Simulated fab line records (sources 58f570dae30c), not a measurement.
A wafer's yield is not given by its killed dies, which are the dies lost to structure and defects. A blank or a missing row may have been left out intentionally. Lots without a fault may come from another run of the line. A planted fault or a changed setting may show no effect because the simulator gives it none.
Split-lot experiment | flow berkeleyCmos170 | 23 wafers read from 5 lots, route of 331 steps

## ABOUT THE SPLIT
At UCB170_START_OXIDATION_02 (target thk 20 nm, ox time 1800 s), the setting tempC was moved away from the recipe's 950 C on 10 of the 23 wafers read, by -2.8% to +1.7%. This setting was run at the recipe's value on the other wafers.

Split to reading: the file shows no intervening step.

## THE READING
START_OXIDE_THK at UCB170_START_THK_MEAS_03, in nm. On this fab line, fault-free wafers typically give 19.9 nm with a standard deviation of 0.33 nm.

wafer  | tool, chamber at the split | tempC as run, C | against the recipe | START_OXIDE_THK, nm | against lot-mates on the recipe
L076.1 | -, -                       | 950             | recipe             | 20.2                | -
L076.2 | -, -                       | 950             | recipe             | 20.3                | -
L076.3 | -, -                       | 950             | recipe             | 20.2                | -
L076.4 | -, -                       | 950             | recipe             | 20.5                | -
L076.6 | -, -                       | 950             | recipe             | 20.1                | -
L079.2 | -, -                       | 923.7           | -2.8%              | 15.2                | no lot-mate on the recipe
L079.3 | -, -                       | 923.7           | -2.8%              | 15.4                | no lot-mate on the recipe
L079.4 | -, -                       | 923.7           | -2.8%              | 15.5                | no lot-mate on the recipe
L079.5 | -, -                       | 923.7           | -2.8%              | 15.6                | no lot-mate on the recipe
L079.6 | -, -                       | 923.7           | -2.8%              | 15.1                | no lot-mate on the recipe
L080.2 | furnace-04, 0              | 950             | recipe             | 19.7                | -
L080.3 | furnace-04, 0              | 950             | recipe             | 19.8                | -
L080.4 | furnace-04, 0              | 950             | recipe             | 19.6                | -
L082.2 | -, -                       | 966.5           | +1.7%              | 23.2                | no lot-mate on the recipe
L082.3 | -, -                       | 966.5           | +1.7%              | 23.2                | no lot-mate on the recipe
L082.4 | -, -                       | 966.5           | +1.7%              | 23.5                | no lot-mate on the recipe
L082.5 | -, -                       | 966.5           | +1.7%              | 23.2                | no lot-mate on the recipe
L082.6 | -, -                       | 966.5           | +1.7%              | 23.4                | no lot-mate on the recipe
L085.1 | -, -                       | 950             | recipe             | 19.4                | -
L085.2 | -, -                       | 950             | recipe             | 19.7                | -
L085.4 | -, -                       | 950             | recipe             | 19.6                | -
L085.5 | -, -                       | 950             | recipe             | 19.5                | -
L085.6 | -, -                       | 950             | recipe             | 19.6                | -

FIT RESULTS
A straight line over all 23 wafers: START_OXIDE_THK changes by +1.74 nm for each +1% of tempC; r = +0.99; the points scatter about the line by 0.35 nm.
Too few moved wafers with a lot-mate on the recipe to fit a line net of each lot's own level.

## THE WHOLE CHAIN: every reading that the file lists as answering this split, in the file's order
step                      | what it does                     | reading                                                                           | change (the file's fit)              | r (the file's)
UCB170_START_OXIDATION_02 | target thk 20 nm, ox time 1800 s | SiO2_of_START_OXIDATION_02.thkNm (the simulator's own value, which no gauge read) | +1.74 nm for each +1% of the setting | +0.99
UCB170_START_THK_MEAS_03  |                                  | START_OXIDE_THK                                                                   | +1.74 for each +1% of the setting    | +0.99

## THE FILE'S OWN FIT
START_OXIDE_THK changes by +1.74 nm for each +1% of tempC, r = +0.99.
